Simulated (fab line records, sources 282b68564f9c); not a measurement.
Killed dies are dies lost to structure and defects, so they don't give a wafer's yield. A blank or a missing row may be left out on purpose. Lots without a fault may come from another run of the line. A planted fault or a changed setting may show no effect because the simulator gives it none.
Which tool did it? | flow rit_cmos | 15 lots, 45 wafers sampled, at 2 steps of a route of 202

WHAT THE GAUGES READ, wafer by wafer
The record holds no reading of a measuring or inspecting step that can be judged against a usual standard deviation.

WHICH TOOL RAN EACH LOT (tool, then ch and the chambers of the sampled wafers, then the start)
lot  | RIT_PLDD_SOFTBAKE_02             | RIT_M1_PROBE_99
L431 | litho_track-02 ch 0, day 2 20:22 | -
L433 | litho_track-02 ch 0, day 3 06:02 | -
L434 | litho_track-03 ch 0, day 3 10:50 | -
L435 | litho_track-01 ch 0, day 3 21:13 | -
L436 | litho_track-02 ch 0, day 3 22:49 | -
L437 | litho_track-03 ch 0, day 4 01:17 | -
L438 | litho_track-03 ch 0, day 4 08:02 | -
L439 | litho_track-02 ch 0, day 4 15:25 | -
L440 | litho_track-03 ch 0, day 4 20:43 | -
L441 | litho_track-03 ch 0, day 5 04:20 | prober-02, day 5 18:59
L442 | litho_track-03 ch 0, day 5 11:38 | -
L443 | litho_track-03 ch 0, day 5 16:55 | -
L446 | litho_track-03 ch 0, day 6 08:31 | -
L447 | litho_track-03 ch 0, day 6 11:58 | -
L454 | litho_track-02 ch 0, day 7 20:18 | -
- RIT_PLDD_SOFTBAKE_02: time 60 s.
- RIT_M1_PROBE_99

WHAT THE TOOLS THEMSELVES READ (means of the sampled wafers that have a number; where no wafer has one, the mark that the record gives instead)
RIT_PLDD_SOFTBAKE_02.
lot  | tool           | heater_power_total_W (W) | plate_temp_C (C) | resist_line_temp_C (C)
L431 | litho_track-02 | 34.52                    | 89.95            | 23.04
L433 | litho_track-02 | 34.59                    | 90.16            | 22.89
L434 | litho_track-03 | 34.56                    | 90.02            | 23.09
L435 | litho_track-01 | 34.61                    | 89.92            | 23.07
L436 | litho_track-02 | 34.58                    | 90.07            | 23.07
L437 | litho_track-03 | 34.56                    | 90.16            | 22.98
L438 | litho_track-03 | 34.58                    | 90.08            | 23.04
L439 | litho_track-02 | 34.58                    | 89.95            | 23.03
L440 | litho_track-03 | 34.58                    | 89.88            | 23.03
L441 | litho_track-03 | 34.55                    | 89.91            | 23.02
L442 | litho_track-03 | 34.59                    | 89.92            | 23.20
L443 | litho_track-03 | 28.53                    | 78.83            | 22.96
L446 | litho_track-03 | 28.52                    | 78.83            | 22.90
L447 | litho_track-03 | 28.57                    | 78.87            | 23.00
L454 | litho_track-02 | 34.55                    | 89.91            | 22.92

RIT_M1_PROBE_99.
lot  | tool      | killed_at_M0_to_M3 | killed_at_contacts | killed_at_front_end | killed_dies | killed_open | killed_short
L441 | prober-02 | 0.0                | 0.0                | 8                   | 8           | 3.0         | 4.7

THE ANSWER, worked out from the rows above alone
Rule: what is usual is taken from the lots themselves. Put in order of their means at a reading, lots are off if they are a third of the lots or fewer, leave a main group of 4 or more, and stand apart from it by a gap of 3 or more times the standard deviation of the main group's means; of several such gaps the widest counts. A main group whose means are all the same, to the digits that the tables above print for the reading, isn't used. A lot without any number at a reading at which 4 lots or more have one is off too. The other lots that the step has rows for count as sound. The gauges are gone through in route order, then the tools' own readings, and for those a lot's mean is taken as printed above. The first step at which some lot is off is used, and at that step the reading that is off furthest; a lot without a number counts as furthest.
Off: L443, L446, L447, at RIT_PLDD_SOFTBAKE_02 (heater_power_total_W). The main group: mean 34.57 W, standard deviation 0.023.
A tool fits if, at that step or a process step before it, it ran every lot that is off, and no sound lot after the first of them. One fits: litho_track-03 at RIT_PLDD_SOFTBAKE_02. Its last sound lot is L442 (day 5 11:38), its first lot that is off L443 (day 5 16:55): a fault that began between those two fits.
The tool's own readings at RIT_PLDD_SOFTBAKE_02 bear it out: on the lots that are off they differ by more than 5 times the standard deviation of the sound lots' means. heater_power_total_W reads 28.54 W there against 34.57 W on the sound lots; plate_temp_C reads 78.84 C there against 89.99 C on the sound lots.

WHAT THE SIMULATOR HAD PUT IN
Process parameter drift: litho_track-03, from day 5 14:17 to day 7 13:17, at RIT_PLDD_SOFTBAKE_02. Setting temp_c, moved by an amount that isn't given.
Lots struck among those shown: L443, L446, L447. The rule above found the same.
